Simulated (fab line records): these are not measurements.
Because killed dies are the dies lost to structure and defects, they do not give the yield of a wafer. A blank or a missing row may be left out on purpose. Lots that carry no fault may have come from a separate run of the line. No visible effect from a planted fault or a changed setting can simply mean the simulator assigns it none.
Which tool did it? / flow berkeley-cmos170 / 15 lots with 45 wafers sampled at 4 steps, on a route of 331 steps

WHAT THE GAUGES READ, wafer by wafer
UCB170_SPACER_THK_MEAS_01.
lot=L111; measured=day 7 14:19; on=film-metro-02; SPACER_TEOS_THK (nm)=380 387 381
lot=L112; measured=day 7 14:21; on=film-metro-03; SPACER_TEOS_THK (nm)=374 379 380
lot=L113; measured=day 7 14:22; on=film-metro-04; SPACER_TEOS_THK (nm)=369 383 383
lot=L114; measured=day 8 02:01; on=film-metro-02; SPACER_TEOS_THK (nm)=372 380 380
lot=L115; measured=day 8 15:51; on=film-metro-04; SPACER_TEOS_THK (nm)=377 377 383
lot=L116; measured=day 8 16:22; on=film-metro-04; SPACER_TEOS_THK (nm)=376 375 381
lot=L118; measured=day 8 16:26; on=film-metro-04; SPACER_TEOS_THK (nm)=380 386 379
lot=L117; measured=day 8 18:02; on=film-metro-04; SPACER_TEOS_THK (nm)=385 385 391
lot=L120; measured=day 9 03:10; on=film-metro-04; SPACER_TEOS_THK (nm)=375 382 381
lot=L119; measured=day 9 03:27; on=film-metro-04; SPACER_TEOS_THK (nm)=376 382 385
lot=L124; measured=day 10 04:56; on=film-metro-02; SPACER_TEOS_THK (nm)=382 380 374
lot=L127; measured=day 10 11:01; on=film-metro-04; SPACER_TEOS_THK (nm)=382 389 383
lot=L128; measured=day 10 11:19; on=film-metro-02; SPACER_TEOS_THK (nm)=375 378 383
lot=L131; measured=day 11 11:05; on=film-metro-02; SPACER_TEOS_THK (nm)=379 376 386
lot=L134; measured=day 11 23:44; on=film-metro-04; SPACER_TEOS_THK (nm)=378 381 383

UCB170_NSD_OVL_MEAS_07.
lot=L111; measured=day 7 21:37; on=overlay-02; NSD_OVL (nm)=-4 -9 -3
lot=L112; measured=day 7 22:10; on=overlay-02; NSD_OVL (nm)=-3 5 1
lot=L113; measured=day 7 21:53; on=overlay-01; NSD_OVL (nm)=-11 -9 -9
lot=L114; measured=day 8 14:49; on=overlay-01; NSD_OVL (nm)=1 0 -6
lot=L115; measured=day 9 01:36; on=overlay-01; NSD_OVL (nm)=-2 -3 1
lot=L116; measured=day 9 01:52; on=overlay-01; NSD_OVL (nm)=-1 1 -3
lot=L118; measured=day 9 01:40; on=overlay-02; NSD_OVL (nm)=3 -2 7
lot=L117; measured=day 9 02:09; on=overlay-02; NSD_OVL (nm)=1 0 1
lot=L120; measured=day 9 12:43; on=overlay-01; NSD_OVL (nm)=-4 -3 -8
lot=L119; measured=day 9 13:00; on=overlay-02; NSD_OVL (nm)=-5 0 -5
lot=L124; measured=day 10 13:56; on=overlay-01; NSD_OVL (nm)=-231 -227 -224
lot=L127; measured=day 10 18:56; on=overlay-01; NSD_OVL (nm)=-220 -223 -219
lot=L128; measured=day 10 19:09; on=overlay-02; NSD_OVL (nm)=-221 -220 -218
lot=L131; measured=day 11 18:13; on=overlay-01; NSD_OVL (nm)=-8 -6 -9
lot=L134; measured=day 12 11:25; on=overlay-02; NSD_OVL (nm)=-6 -5 -4

TOOL THAT RAN EACH LOT (tool first, then ch and the chambers of the sampled wafers, then the start)
lot=L111; UCB170_SPACER_ETCHBACK_03=rie-diel-01 ch 0,1,3, day 7 18:46; UCB170_NSD_EXPOSE_03=krf-scanner-01 ch 0, day 7 21:06
lot=L112; UCB170_SPACER_ETCHBACK_03=rie-diel-01 ch 0,1,3, day 7 18:50; UCB170_NSD_EXPOSE_03=krf-scanner-02 ch 0, day 7 21:32
lot=L113; UCB170_SPACER_ETCHBACK_03=rie-diel-04 ch 2,3, day 7 18:46; UCB170_NSD_EXPOSE_03=krf-scanner-02 ch 0, day 7 21:22
lot=L114; UCB170_SPACER_ETCHBACK_03=rie-diel-04 ch 0,1,3, day 8 07:54; UCB170_NSD_EXPOSE_03=krf-scanner-02 ch 0, day 8 13:45
lot=L115; UCB170_SPACER_ETCHBACK_03=rie-diel-04 ch 0,1,3, day 8 22:20; UCB170_NSD_EXPOSE_03=krf-scanner-02 ch 0, day 9 00:47
lot=L116; UCB170_SPACER_ETCHBACK_03=rie-diel-02 ch 0,1,3, day 8 22:20; UCB170_NSD_EXPOSE_03=krf-scanner-02 ch 0, day 9 01:16
lot=L118; UCB170_SPACER_ETCHBACK_03=rie-diel-01 ch 1,3, day 8 22:20; UCB170_NSD_EXPOSE_03=krf-scanner-02 ch 0, day 9 00:53
lot=L117; UCB170_SPACER_ETCHBACK_03=rie-diel-04 ch 0,2, day 8 22:25; UCB170_NSD_EXPOSE_03=krf-scanner-02 ch 0, day 9 01:31
lot=L120; UCB170_SPACER_ETCHBACK_03=rie-diel-04 ch 0,1,2, day 9 08:37; UCB170_NSD_EXPOSE_03=krf-scanner-01 ch 0, day 9 11:12
lot=L119; UCB170_SPACER_ETCHBACK_03=rie-diel-01 ch 0,1, day 9 08:37; UCB170_NSD_EXPOSE_03=krf-scanner-02 ch 0, day 9 11:35
lot=L124; UCB170_SPACER_ETCHBACK_03=rie-diel-02 ch 1,2, day 10 10:25; UCB170_NSD_EXPOSE_03=krf-scanner-02 ch 0, day 10 13:26
lot=L127; UCB170_SPACER_ETCHBACK_03=rie-diel-02 ch 0,1, day 10 15:59; UCB170_NSD_EXPOSE_03=krf-scanner-02 ch 0, day 10 18:26
lot=L128; UCB170_SPACER_ETCHBACK_03=rie-diel-01 ch 1,2, day 10 15:59; UCB170_NSD_EXPOSE_03=krf-scanner-02 ch 0, day 10 18:40
lot=L131; UCB170_SPACER_ETCHBACK_03=rie-diel-02 ch 0,2, day 11 14:40; UCB170_NSD_EXPOSE_03=krf-scanner-01 ch 0, day 11 17:43
lot=L134; UCB170_SPACER_ETCHBACK_03=rie-diel-02 ch 0,2,3, day 12 08:07; UCB170_NSD_EXPOSE_03=krf-scanner-01 ch 0, day 12 10:55
- UCB170_SPACER_ETCHBACK_03: etches SiO2 in CHF3/CF4/Ar, stops on Si, target depth 376 nm, time 100 s.
- UCB170_NSD_EXPOSE_03: exposes mask NSELECT MOD, target cd 1200 nm.

WHAT THE TOOLS THEMSELVES READ (means of the sampled wafers that have a number; where no wafer has one, the mark that the record gives instead)
UCB170_SPACER_ETCHBACK_03.
lot=L111; tool=rie-diel-01; drypump-motor-current-A (A)=5.9; oes-product-au (a.u.)=0.909; throttle-valve-pct (%)=6.51
lot=L112; tool=rie-diel-01; drypump-motor-current-A (A)=5.9; oes-product-au (a.u.)=0.899; throttle-valve-pct (%)=6.50
lot=L113; tool=rie-diel-04; drypump-motor-current-A (A)=5.8; oes-product-au (a.u.)=0.915; throttle-valve-pct (%)=6.54
lot=L114; tool=rie-diel-04; drypump-motor-current-A (A)=6.2; oes-product-au (a.u.)=0.909; throttle-valve-pct (%)=6.45
lot=L115; tool=rie-diel-04; drypump-motor-current-A (A)=6.2; oes-product-au (a.u.)=0.911; throttle-valve-pct (%)=6.45
lot=L116; tool=rie-diel-02; drypump-motor-current-A (A)=5.8; oes-product-au (a.u.)=0.899; throttle-valve-pct (%)=6.45
lot=L118; tool=rie-diel-01; drypump-motor-current-A (A)=5.7; oes-product-au (a.u.)=0.896; throttle-valve-pct (%)=6.58
lot=L117; tool=rie-diel-04; drypump-motor-current-A (A)=6.0; oes-product-au (a.u.)=0.919; throttle-valve-pct (%)=6.59
lot=L120; tool=rie-diel-04; drypump-motor-current-A (A)=6.0; oes-product-au (a.u.)=0.909; throttle-valve-pct (%)=6.49
lot=L119; tool=rie-diel-01; drypump-motor-current-A (A)=6.0; oes-product-au (a.u.)=0.912; throttle-valve-pct (%)=6.44
lot=L124; tool=rie-diel-02; drypump-motor-current-A (A)=6.2; oes-product-au (a.u.)=0.917; throttle-valve-pct (%)=6.54
lot=L127; tool=rie-diel-02; drypump-motor-current-A (A)=5.9; oes-product-au (a.u.)=0.923; throttle-valve-pct (%)=6.46
lot=L128; tool=rie-diel-01; drypump-motor-current-A (A)=6.0; oes-product-au (a.u.)=0.907; throttle-valve-pct (%)=6.38
lot=L131; tool=rie-diel-02; drypump-motor-current-A (A)=6.0; oes-product-au (a.u.)=0.924; throttle-valve-pct (%)=6.63
lot=L134; tool=rie-diel-02; drypump-motor-current-A (A)=5.7; oes-product-au (a.u.)=0.913; throttle-valve-pct (%)=6.53

THE ANSWER, worked out from the rows above alone
Rule: the usual values come from the lots themselves. Put in order of their means at a reading, lots are off if they are a third of the lots or fewer, leave a main group of 4 or more, and stand apart from it by a gap of 3 or more times the standard deviation of the main group's means; of several such gaps the widest counts. A main group is skipped when, at the precision printed for the reading in the tables above, its means are all equal. A lot without any number at a reading at which 4 lots or more have one is off too. Any other lot the step has rows for is counted as sound. Order of review: gauges by route order, followed by the tools' own readings, for which a lot's mean as printed above is used. At the first step where some lot is off, the reading lying furthest off is the one used; lots without a number count as furthest.
Off: L124, L127, L128, seen at UCB170_NSD_OVL_MEAS_07 (NSD_OVL). For the main group the mean is -3 nm and the standard deviation 3.5.
If a tool, at a process step before that reading, ran all the lots that are off and no sound lot after the first of them, it fits. Those tools and the gauges at UCB170_NSD_OVL_MEAS_07 are tried in the same way. One candidate fits, namely krf-scanner-02 at UCB170_NSD_EXPOSE_03. A fault onset in the window from L119 (day 9 11:35, its last sound lot) to L124 (day 10 13:26, its first lot off) fits.

WHAT THE SIMULATOR HAD INSERTED
Scanner matching overlay: krf-scanner-02, from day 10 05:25 on, at UCB170_NSD_EXPOSE_03. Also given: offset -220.
Lots struck among those shown: L124, L127, L128. This agrees with what the rule above found.
